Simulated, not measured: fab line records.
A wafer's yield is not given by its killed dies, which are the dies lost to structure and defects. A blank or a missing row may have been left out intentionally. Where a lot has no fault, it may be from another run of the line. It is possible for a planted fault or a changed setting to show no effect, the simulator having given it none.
2 desks, one fault + flow rit-cmos + only its own numbers are on each desk; what lay behind them is given at the end

## AT THE METROLOGY DESK
Lot by lot, what the gauges showed, no matter which tool ran the lot: averages of those sampled wafers that carry a number. Marked OUT: a lot whose mean sits more than 4 standard deviations from the usual mean, which makes it out of limits; the brackets give that distance.
Columns: A = NRETRO_TW at RIT_NRETRO_TW_MEAS_10, usual 1052
| lot  | first seen here | A    |
|------|-----------------|------|
| L736 | day 2 16:57     | 1044 |
| L737 | day 2 19:34     | 1039 |
| L738 | day 2 23:02     | 1048 |
| L739 | day 3 07:14     | 1050 |
| L740 | day 3 12:16     | 1065 |
| L742 | day 4 02:48     | 1049 |
| L743 | day 4 06:52     | 1050 |
| L744 | day 4 10:31     | 1050 |
| L746 | day 4 18:28     | 1049 |
| L748 | day 5 01:15     | 1073 |
| L752 | day 6 03:13     | 1079 |
| L756 | day 7 01:45     | 1060 |
| L757 | day 7 07:04     | 1056 |
| L758 | day 7 15:47     | 1055 |
Result from this desk: across the 14 lots, nothing is out of limits.

## FOR THE TOOL OWNER'S DESK: implanter-04
The tool's own readings at RIT_NRETRO_IMPLANT_08, given as means over the sampled wafers that have a number, one for each lot that went through this tool. Marked OUT: a lot whose mean sits more than 4 standard deviations from the usual mean, which makes it out of limits; the brackets give that distance.
Columns: A = beam-energy-keV at RIT_NRETRO_IMPLANT_08, usual 70.001
| lot  | first seen here | A                        |
|------|-----------------|--------------------------|
| L739 | day 3 06:56     | 69.976                   |
| L743 | day 4 06:32     | 70.012                   |
| L748 | day 5 00:56     | 79.094 (+99 or more) OUT |
| L752 | day 6 02:54     | 79.089 (+99 or more) OUT |
This desk's verdict: out of limits on L748, L752, starting with L748 at day 5 00:56 (beam-energy-keV at RIT_NRETRO_IMPLANT_08). In limits: L739, L743.

## PUT TOGETHER
The tool owner's desk could have raised an alarm at day 5 00:56, on L748, L752.
Metrology desk: nothing out of limits seen.
The metrology desk holds a record of L748, L752, inside its limits.
All the named lots went through RIT_NRETRO_IMPLANT_08 on implanter-04.

## WHAT THE SIMULATOR HAD INSERTED
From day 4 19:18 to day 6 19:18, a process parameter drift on implanter-04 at RIT_NRETRO_IMPLANT_08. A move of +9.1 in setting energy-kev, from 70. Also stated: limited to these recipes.
Struck lots among those shown: L748, L752.
Delay in hours, fault start to first out-of-limits reading, by desk: the tool owner's desk at 6.
